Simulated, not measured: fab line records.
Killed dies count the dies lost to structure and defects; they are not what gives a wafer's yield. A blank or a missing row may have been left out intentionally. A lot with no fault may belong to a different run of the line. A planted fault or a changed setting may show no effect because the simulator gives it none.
Which tool did it? | flow berkeley-cmos170 | Sampling: 7 lots, 21 wafers, 2 of 331 route steps

WHAT EACH GAUGE READ, for each wafer
UCB170_M3_RS_MEAS_02: the measuring method here is four-point-probe.
lot  | measured     | on            | M3_AL_RS (ohm/sq)
L902 | day 9 05:01  | film-metro-04 | 0.0321 0.0320 0.0329
L903 | day 9 10:12  | film-metro-03 | 0.0317 0.0318 0.0312
L906 | day 10 05:48 | film-metro-02 | 0.0321 0.0317 0.0322
L910 | day 10 16:17 | film-metro-04 | 0.0311 0.0323 0.0313
L916 | day 11 22:40 | film-metro-04 | 0.0321 0.0319 0.0323
L919 | day 12 20:34 | film-metro-04 | 0.0324 0.0317 0.0319
L923 | day 13 17:51 | film-metro-04 | 0.0311 0.0320 0.0320

EACH LOT AND THE TOOL THAT RAN IT (in order: tool; ch and the chambers of the sampled wafers; start)
lot  | UCB170_M3_SPUTTER_01
L902 | pvd-sputter-04, day 9 04:56
L903 | pvd-sputter-03, day 9 10:07
L906 | pvd-sputter-02, day 10 05:43
L910 | pvd-sputter-04, day 10 16:10
L916 | pvd-sputter-02, day 11 22:32
L919 | pvd-sputter-02, day 12 20:26
L923 | pvd-sputter-02, day 13 17:43
- UCB170_M3_SPUTTER_01: material Al, target thk 900 nm, time 120 s.

THE ANSWER, worked out from the rows above alone
Rule: the usual values come from the lots themselves. The widest of any qualifying gaps counts: lots, ordered by their means at a reading, are off when they make up no more than a third of the lots, leave a main group of 4 or more, and stand apart from it by 3 or more times the standard deviation of that group's means. A main group is skipped when, at the precision printed for the reading in the tables above, its means are all equal. A lot without any number at a reading at which 4 lots or more have one is off too. The other lots that the step has rows for count as sound.
None of the lots is off at any reading shown; this tells nothing.

WHAT WAS PUT IN BY THE SIMULATOR
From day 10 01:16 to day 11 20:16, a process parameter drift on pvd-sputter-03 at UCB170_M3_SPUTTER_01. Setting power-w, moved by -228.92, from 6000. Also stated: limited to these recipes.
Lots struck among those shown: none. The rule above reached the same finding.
